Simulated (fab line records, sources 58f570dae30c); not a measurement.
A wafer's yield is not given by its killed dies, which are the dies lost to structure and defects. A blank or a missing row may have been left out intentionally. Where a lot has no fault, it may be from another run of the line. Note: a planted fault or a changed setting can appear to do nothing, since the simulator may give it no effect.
Which tool did it? / flow berkeley cmos170 / 14 lots with 42 wafers sampled at 3 steps, on a route of 331 steps

## WHAT THE GAUGES SHOWED, per wafer
UCB170_NWELL_OVL_MEAS_12. Usual: NWELL_OVL -4 nm, standard deviation 5.9.
lot=L763; measured=day 2 06:08; on=overlay-02; NWELL_OVL (nm)=-6 -19 -5; flag=
lot=L764; measured=day 2 10:43; on=overlay-01; NWELL_OVL (nm)=-1 -1 -4; flag=
lot=L765; measured=day 2 15:08; on=overlay-01; NWELL_OVL (nm)=-6 -6 -10; flag=
lot=L766; measured=day 2 18:19; on=overlay-02; NWELL_OVL (nm)=-4 -5 -5; flag=
lot=L767; measured=day 3 04:01; on=overlay-01; NWELL_OVL (nm)=-5 -1 4; flag=
lot=L768; measured=day 3 04:10; on=overlay-02; NWELL_OVL (nm)=1 2 -1; flag=
lot=L772; measured=day 4 02:58; on=overlay-01; NWELL_OVL (nm)=-15 -6 -9; flag=
lot=L773; measured=day 4 12:14; on=overlay-02; NWELL_OVL (nm)=-10 -9 -7; flag=
lot=L774; measured=day 4 17:13; on=overlay-02; NWELL_OVL (nm)=3 7 2; flag=
lot=L775; measured=day 5 01:49; on=overlay-01; NWELL_OVL (nm)=-10 -5 3; flag=
lot=L776; measured=day 5 03:58; on=overlay-02; NWELL_OVL (nm)=5 -7 -2; flag=
lot=L777; measured=day 5 10:19; on=overlay-02; NWELL_OVL (nm)=1 -10 5; flag=
lot=L782; measured=day 6 06:53; on=overlay-02; NWELL_OVL (nm)=-12 0 6; flag=
lot=L781; measured=day 6 07:01; on=overlay-01; NWELL_OVL (nm)=-3 -10 -6; flag=

UCB170_PWELL_OVL_MEAS_13. Usual: PWELL_OVL 0 nm, standard deviation 5.9.
lot=L763; measured=day 2 22:14; on=overlay-01; PWELL_OVL (nm)=2 8 -1; flag=
lot=L764; measured=day 3 02:15; on=overlay-01; PWELL_OVL (nm)=-3 -3 -4; flag=
lot=L765; measured=day 3 07:08; on=overlay-02; PWELL_OVL (nm)=-1 6 -1; flag=
lot=L766; measured=day 3 13:55; on=overlay-02; PWELL_OVL (nm)=2 9 9; flag=
lot=L767; measured=day 3 23:20; on=overlay-02; PWELL_OVL (nm)=3 2 2; flag=
lot=L768; measured=day 3 23:36; on=overlay-02; PWELL_OVL (nm)=1 -12 -11; flag=
lot=L772; measured=day 4 22:20; on=overlay-01; PWELL_OVL (nm)=6 -2 -1; flag=
lot=L773; measured=day 5 06:04; on=overlay-01; PWELL_OVL (nm)=-1 4 -3; flag=
lot=L774; measured=day 5 13:17; on=overlay-02; PWELL_OVL (nm)=-5 -4 2; flag=
lot=L775; measured=day 5 22:54; on=overlay-01; PWELL_OVL (nm)=-9 -3 -2; flag=
lot=L776; measured=day 5 22:38; on=overlay-02; PWELL_OVL (nm)=-3 -1 -4; flag=
lot=L777; measured=day 6 07:45; on=overlay-02; PWELL_OVL (nm)=4 -7 -3; flag=
lot=L782; measured=day 6 20:53; on=overlay-01; PWELL_OVL (nm)=0 3 -13; flag=
lot=L781; measured=day 6 21:01; on=overlay-02; PWELL_OVL (nm)=-13 -12 -11; flag=

## WHAT TOOL EACH LOT RAN ON (gives the tool, then ch and the chambers of the sampled wafers, and finally the start)
lot=L763; UCB170_NWELL_STRIP_15=plasma asher-01 ch 0,1, day 2 06:26
lot=L764; UCB170_NWELL_STRIP_15=plasma asher-04 ch 0,1, day 2 11:00
lot=L765; UCB170_NWELL_STRIP_15=plasma asher-01 ch 0,1, day 2 15:25
lot=L766; UCB170_NWELL_STRIP_15=plasma asher-03 ch 0,1, day 2 18:37
lot=L767; UCB170_NWELL_STRIP_15=plasma asher-01 ch 0,1, day 3 04:19
lot=L768; UCB170_NWELL_STRIP_15=plasma asher-03 ch 0,1, day 3 04:28
lot=L772; UCB170_NWELL_STRIP_15=plasma asher-04 ch 1, day 4 03:15
lot=L773; UCB170_NWELL_STRIP_15=plasma asher-01 ch 0,1, day 4 12:31
lot=L774; UCB170_NWELL_STRIP_15=plasma asher-01 ch 0,1, day 4 17:29
lot=L775; UCB170_NWELL_STRIP_15=plasma asher-01 ch 0,1, day 5 02:06
lot=L776; UCB170_NWELL_STRIP_15=plasma asher-03 ch 0,1, day 5 04:16
lot=L777; UCB170_NWELL_STRIP_15=plasma asher-03 ch 0,1, day 5 10:36
lot=L782; UCB170_NWELL_STRIP_15=plasma asher-04 ch 0,1, day 6 07:11
lot=L781; UCB170_NWELL_STRIP_15=plasma asher-03 ch 0,1, day 6 07:18
- UCB170_NWELL_STRIP_15: strips in O2.

## AS READ BY THE TOOLS THEMSELVES (means over the sampled wafers that have a number; for cases with no such wafer, the mark the record gives instead)
UCB170_NWELL_STRIP_15. Usual: drypump motor current A 5.7 A, standard deviation 0.44; oes product au 0.721 a.u., standard deviation 0.0047; strip time to endpoint s 18.04 s, standard deviation 0.076.
lot=L763; tool=plasma asher-01; drypump motor current A (A)=6.3; oes product au (a.u.)=0.725; strip time to endpoint s (s)=17.93; flag=
lot=L764; tool=plasma asher-04; drypump motor current A (A)=5.6; oes product au (a.u.)=0.720; strip time to endpoint s (s)=18.09; flag=
lot=L765; tool=plasma asher-01; drypump motor current A (A)=6.3; oes product au (a.u.)=0.719; strip time to endpoint s (s)=18.10; flag=
lot=L766; tool=plasma asher-03; drypump motor current A (A)=5.6; oes product au (a.u.)=0.720; strip time to endpoint s (s)=18.08; flag=
lot=L767; tool=plasma asher-01; drypump motor current A (A)=6.3; oes product au (a.u.)=0.722; strip time to endpoint s (s)=18.10; flag=
lot=L768; tool=plasma asher-03; drypump motor current A (A)=5.6; oes product au (a.u.)=0.720; strip time to endpoint s (s)=18.10; flag=
lot=L772; tool=plasma asher-04; drypump motor current A (A)=5.0; oes product au (a.u.)=0.724; strip time to endpoint s (s)=18.07; flag=
lot=L773; tool=plasma asher-01; drypump motor current A (A)=6.3; oes product au (a.u.)=0.724; strip time to endpoint s (s)=18.02; flag=
lot=L774; tool=plasma asher-01; drypump motor current A (A)=6.1; oes product au (a.u.)=0.717; strip time to endpoint s (s)=17.99; flag=
lot=L775; tool=plasma asher-01; drypump motor current A (A)=6.3; oes product au (a.u.)=0.723; strip time to endpoint s (s)=18.05; flag=
lot=L776; tool=plasma asher-03; drypump motor current A (A)=5.6; oes product au (a.u.)=0.721; strip time to endpoint s (s)=18.14; flag=
lot=L777; tool=plasma asher-03; drypump motor current A (A)=5.5; oes product au (a.u.)=0.724; strip time to endpoint s (s)=18.03; flag=
lot=L782; tool=plasma asher-04; drypump motor current A (A)=5.6; oes product au (a.u.)=0.720; strip time to endpoint s (s)=18.07; flag=
lot=L781; tool=plasma asher-03; drypump motor current A (A)=5.5; oes product au (a.u.)=0.719; strip time to endpoint s (s)=17.96; flag=

## THE ANSWER, worked out from the rows above alone
Rule: take the mean of a lot's wafers that have a number; if it is more than 3 standard deviations from the usual mean, the lot is off. Also off: a lot with no number at a reading for which 4 or more lots have one. Any other lot the step has rows for is counted as sound. Order of review: gauges by route order, followed by the tools' own readings, for which a lot's mean as printed above is used. At the first step where some lot is off, the reading lying furthest off is the one used; lots without a number count as furthest.
None of the lots is off at any reading shown; this tells nothing.

## WHAT THE SIMULATOR HAD INSERTED
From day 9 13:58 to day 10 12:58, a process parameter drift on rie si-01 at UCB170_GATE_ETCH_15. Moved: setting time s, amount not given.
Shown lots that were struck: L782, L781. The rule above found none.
